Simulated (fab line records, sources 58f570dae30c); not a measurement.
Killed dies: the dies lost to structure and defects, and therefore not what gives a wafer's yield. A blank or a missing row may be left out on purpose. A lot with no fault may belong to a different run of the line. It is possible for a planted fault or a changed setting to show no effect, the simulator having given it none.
Comparing a struck lot with a sound one :: flow berkeley cmos170 :: 18 steps out of a route of 331
Sound: the wafers L420.4, L420.5, L420.6. Wafers L428.1, L428.2, L428.3 were the ones struck. The cause comes at the end.
Order at every step that has rows: each side's tool, ch and its chambers, its first start. Under that, the readings that differ: sound wafers :: struck wafers :: difference of the means :: sigmas: that difference in standard deviations of wafers without a fault.
alike: readings with means less than 2 such deviations apart, plus words and numbers identical on both sides. not compared: withheld readings, readings lacking a value on some wafer, bounds such as >300 that could conceal the same value, and numbers that have no deviation in the record and whose values overlap.
Wherever a step has rows on one side only, a row that says differs or no value, or a row with sigmas, the two part there. Non-overlapping numbers with no deviation appear without sigmas and do not part them. Lack of a reading on every wafer of one side parts them only where that side has two or more wafers.

first, 2 steps without rows for these wafers: UCB170_GATE_PEB_10; UCB170_GATE_DEVELOP_11 (develop time 45 s).
UCB170_GATE_CD_MEAS_12: the cd target is 350 nm.
  sound: cd sem-02 at day 8 02:26; struck: cd sem-02 at day 9 13:43
  alike: cd nm
UCB170_GATE_OVL_MEAS_13:
  sound: overlay-02 at day 8 02:31; struck: overlay-01 at day 9 13:50
  alike: GATE_OVL
UCB170_GATE_ETCH_14: etches BARC in N2/H2.
  sound on rie diel-02 ch 0,2,3, day 8 02:32; struck on rie diel-01 ch 0,2,3, day 9 13:52
  alike: drypump motor current A, h2 flow sccm, oes product au, throttle valve pct
UCB170_GATE_ETCH_15: etches poly-Si in HBr/Cl2, stops on SiO2, time 56.3 s, target depth 278.2 nm.
  sound on rie si-02 ch 0,1,2, day 8 02:37; struck on rie si-01 ch 1,2,3, day 9 13:55
reading: rf hours counter h (h)
sound: - - -
struck: 0 11 76
difference: no value on the sound wafers
sigmas: 
  alike: drypump motor current A, oes product au, throttle valve pct
UCB170_GATE_STRIP_16: strips in O2.
  sound on plasma asher-03 ch 0,1, day 8 02:40; struck on plasma asher-01 ch 0,1, day 9 13:57
  alike: drypump motor current A, oes product au
  not compared: rf hours counter h
UCB170_GATE_CD_MEAS_90: the cd target is 350 nm.
  sound: cd sem-02 at day 8 02:50; struck: cd sem-02 at day 9 14:06
  alike: cd nm
then, 4 steps without rows for these wafers: UCB170_GATE_CLEAN_17 (cleans in SPM, time 600 s); UCB170_PLDD_HMDS_00 (prime time 60 s); UCB170_PLDD_COAT_01 (resist thk 900 nm); UCB170_PLDD_SOFTBAKE_02 (time 60 s).
UCB170_PLDD_EXPOSE_03: exposes mask PSELECT, target cd 1200 nm.
  sound on krf scanner-02 ch 0, day 8 04:27; struck on krf scanner-02 ch 0, day 9 15:22
reading: exposure dose mJ cm2
sound: 29.99 30.03 29.99
struck: 27.90 27.89 27.88
difference: -2.11
sigmas: -68
  alike: mask, stage vel mm s
then, 2 steps without rows for these wafers: UCB170_PLDD_PEB_04; UCB170_PLDD_DEVELOP_05 (develop time 45 s).
UCB170_PLDD_CD_MEAS_06: the cd target is 1200 nm.
  sound: cd sem-02 at day 8 05:14; struck: cd sem-02 at day 9 16:26
reading: cd nm (nm)
sound: 1200.0 1200.4 1199.7
struck: 1189.0 1188.4 1188.3
difference: -11.5
sigmas: -9
  not compared: hold
UCB170_PLDD_OVL_MEAS_07:
  sound: overlay-01 at day 8 05:18; struck: overlay-01 at day 9 18:49
reading: hold
sound: - - -
struck: await dispo/2.2h/release await dispo/2.2h/release await dispo/2.2h/release
difference: no value on the sound wafers
sigmas: 
  alike: PLDD_OVL
UCB170_M3_PROBE_99:
  the record holds rows for the sound wafers here (prober-01, day 9 23:01) but none for the struck ones

## WHERE THEY PART
First at UCB170_GATE_ETCH_15; last, within this record, at UCB170_M3_PROBE_99.

WHY: what the simulator had put in
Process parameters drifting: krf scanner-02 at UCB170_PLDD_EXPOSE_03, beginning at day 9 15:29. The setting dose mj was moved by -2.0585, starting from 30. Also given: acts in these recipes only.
